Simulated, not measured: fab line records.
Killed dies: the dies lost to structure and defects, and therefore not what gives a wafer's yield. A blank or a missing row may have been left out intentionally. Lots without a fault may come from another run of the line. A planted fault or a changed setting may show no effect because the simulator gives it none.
Which of the tools did it? ; flow berkeley_cmos170 ; 45 wafers from 15 lots sampled at 5 of the route's 331 steps

WHAT EACH GAUGE READ, for each wafer
UCB170_START_THK_MEAS_03.
lot;measured;on;START_OXIDE_THK (nm)
L582;day 1 18:44;film_metro-01;19.9 20.0 19.9
L583;day 2 00:38;film_metro-01;20.1 20.3 19.9
L584;day 2 05:47;film_metro-04;20.1 20.1 20.3
L586;day 2 17:35;film_metro-02;21.1 20.7 20.9
L587;day 2 22:31;film_metro-01;19.8 20.3 19.7
L588;day 3 02:27;film_metro-02;20.2 20.4 20.6
L589;day 3 05:49;film_metro-01;20.4 20.5 20.0
L590;day 3 12:29;film_metro-02;20.4 20.0 19.7
L592;day 3 23:59;film_metro-01;20.5 20.0 20.5
L593;day 4 01:14;film_metro-01;19.5 19.5 19.5
L594;day 4 07:16;film_metro-02;20.7 20.3 20.4
L595;day 4 11:41;film_metro-01;20.1 20.0 20.3
L600;day 5 15:47;film_metro-01;31.8 30.9 31.1
L602;day 6 02:46;film_metro-04;31.3 30.7 31.1
L604;day 6 11:44;film_metro-02;31.3 31.5 31.8

UCB170_PVT_OVL_MEAS_06.
lot;measured;on;PVT_OVL (nm)
L582;day 6 00:36;overlay-02;-4 -3 -3
L583;day 6 00:47;overlay-02;2 8 6
L584;day 6 15:37;overlay-02;-2 11 5
L586;day 7 05:10;overlay-02;2 -4 -7
L587;day 7 04:46;overlay-02;6 2 7
L588;day 7 05:10;overlay-01;3 3 -2
L589;day 7 13:21;overlay-02;-6 -2 -1
L590;day 8 02:14;overlay-01;8 10 8
L592;day 8 02:50;overlay-02;2 6 4
L593;day 8 02:34;overlay-01;-2 -9 -5
L594;day 8 02:31;overlay-02;-8 -3 -9
L595;day 8 16:48;overlay-01;2 1 0
L600;day 9 20:03;overlay-02;0 -2 -3
L602;day 9 19:34;overlay-02;6 10 5
L604;day 10 13:16;overlay-02;2 9 3

UCB170_M3_RS_MEAS_02: measures by four-point-probe.
lot;measured;on;M3_AL_RS (ohm/sq)
L582;day 8 12:33;film_metro-02;0.0325 0.0325 0.0318
L583;day 8 09:22;film_metro-02;0.0318 0.0316 0.0317
L584;day 8 16:01;film_metro-04;0.0319 0.0323 0.0322
L586;day 9 07:00;film_metro-04;0.0325 0.0319 0.0317
L587;day 9 08:08;film_metro-04;0.0325 0.0321 0.0324
L588;day 9 08:43;film_metro-01;0.0321 0.0315 0.0316
L589;day 9 19:27;film_metro-01;0.0323 0.0319 0.0318
L590;day 10 03:50;film_metro-04;0.0316 0.0323 0.0321
L592;day 10 06:44;film_metro-02;0.0325 0.0323 0.0324
L593;day 10 03:42;film_metro-02;0.0326 0.0323 0.0321
L594;day 10 03:07;film_metro-01;0.0318 0.0325 0.0327
L595;day 10 14:52;film_metro-01;0.0323 0.0321 0.0320
L600;day 11 19:16;film_metro-01;0.0316 0.0319 0.0316
L602;day 11 19:36;film_metro-04;0.0318 0.0325 0.0322
L604;day 12 06:51;film_metro-04;0.0327 0.0324 0.0323

TOOL THAT RAN EACH LOT (tool first, then ch and the chambers of the sampled wafers, then the start)
lot;UCB170_START_OXIDATION_02;UCB170_ZERO_STRIP_07
L582;furnace-02 ch 0, day 1 17:14;plasma_asher-01 ch 0,1, day 1 23:54
L583;furnace-01 ch 0, day 1 23:08;plasma_asher-04 ch 0,1, day 2 05:43
L584;furnace-02 ch 0, day 2 04:17;plasma_asher-01 ch 0,1, day 2 09:55
L586;furnace-01 ch 0, day 2 16:05;plasma_asher-04 ch 0,1, day 3 00:26
L587;furnace-02 ch 0, day 2 20:59;plasma_asher-04 ch 0,1, day 3 04:05
L588;furnace-03 ch 0, day 3 00:56;plasma_asher-02 ch 0,1, day 3 07:49
L589;furnace-01 ch 0, day 3 04:19;plasma_asher-04 ch 0,1, day 3 12:18
L590;furnace-02 ch 0, day 3 10:59;plasma_asher-02 ch 0,1, day 3 18:13
L592;furnace-01 ch 0, day 3 22:29;plasma_asher-01 ch 0,1, day 4 04:02
L593;furnace-03 ch 0, day 3 23:43;plasma_asher-04 ch 0,1, day 4 04:13
L594;furnace-01 ch 0, day 4 05:46;plasma_asher-02 ch 0,1, day 4 11:51
L595;furnace-01 ch 0, day 4 10:10;plasma_asher-01 ch 0,1, day 4 15:19
L600;furnace-03 ch 0, day 5 12:18 and furnace-02 ch 0, day 5 14:16;plasma_asher-01 ch 0,1, day 5 19:41
L602;furnace-01 ch 0, day 5 22:29;plasma_asher-01 ch 0,1, day 6 06:16
L604;furnace-01 ch 0, day 6 08:16 and furnace-03 ch 0, day 6 10:13;plasma_asher-02 ch 0,1, day 6 15:39
- UCB170_START_OXIDATION_02: target thk 20 nm, ox time 1800 s.
- UCB170_ZERO_STRIP_07: strips in O2.

WHAT THE TOOLS THEMSELVES READ (means of the sampled wafers that have a number; where no wafer has one, the mark that the record gives instead)
UCB170_START_OXIDATION_02.
lot;tool;ox_temp_c (C)
L582;furnace-02;949.6
L583;furnace-01;949.9
L584;furnace-02;950.6
L586;furnace-01;950.2
L587;furnace-02;951.1
L588;furnace-03;949.6
L589;furnace-01;950.0
L590;furnace-02;950.6
L592;furnace-01;950.3
L593;furnace-03;950.4
L594;furnace-01;950.0
L595;furnace-01;949.7
L600;furnace-03/furnace-02;950.1
L602;furnace-01;950.0
L604;furnace-01/furnace-03;950.0

UCB170_ZERO_STRIP_07.
lot;tool;drypump_motor_current_A (A);oes_product_au (a.u.);strip_time_to_endpoint_s (s)
L582;plasma_asher-01;5.48;0.728;21.44
L583;plasma_asher-04;5.33;0.733;21.58
L584;plasma_asher-01;5.48;0.725;21.47
L586;plasma_asher-04;5.16;0.726;21.42
L587;plasma_asher-04;5.18;0.728;21.51
L588;plasma_asher-02;5.57;0.725;21.56
L589;plasma_asher-04;5.32;0.722;21.58
L590;plasma_asher-02;5.27;0.726;21.48
L592;plasma_asher-01;5.55;0.728;21.48
L593;plasma_asher-04;5.34;0.726;21.54
L594;plasma_asher-02;5.54;0.727;21.61
L595;plasma_asher-01;5.48;0.725;21.44
L600;plasma_asher-01;5.56;0.728;21.53
L602;plasma_asher-01;5.48;0.726;21.45
L604;plasma_asher-02;5.29;0.725;21.53

THE ANSWER, worked out from the rows above alone
Rule: usual is defined by the lots themselves. Put in order of their means at a reading, lots are off if they are a third of the lots or fewer, leave a main group of 4 or more, and stand apart from it by a gap of 3 or more times the standard deviation of the main group's means; of several such gaps the widest counts. The tables above print the reading to a certain number of digits; a main group whose means all agree to those digits is not used. Also off: a lot with no number at a reading for which 4 or more lots have one. Any other lot the step has rows for is counted as sound. Order of review: gauges by route order, followed by the tools' own readings, for which a lot's mean as printed above is used. The first step at which some lot is off is used, and at that step the reading that is off furthest; a lot without a number counts as furthest.
Off: L600, L602, L604, seen at UCB170_START_THK_MEAS_03 (START_OXIDE_THK). For the main group the mean is 20.2 nm and the standard deviation 0.33.
If a tool, at a process step before that reading, ran all the lots that are off and no sound lot after the first of them, it fits. Those tools and the gauges at UCB170_START_THK_MEAS_03 are tried in the same way. No candidate that was tried fits.

WHAT THE SIMULATOR HAD PUT IN
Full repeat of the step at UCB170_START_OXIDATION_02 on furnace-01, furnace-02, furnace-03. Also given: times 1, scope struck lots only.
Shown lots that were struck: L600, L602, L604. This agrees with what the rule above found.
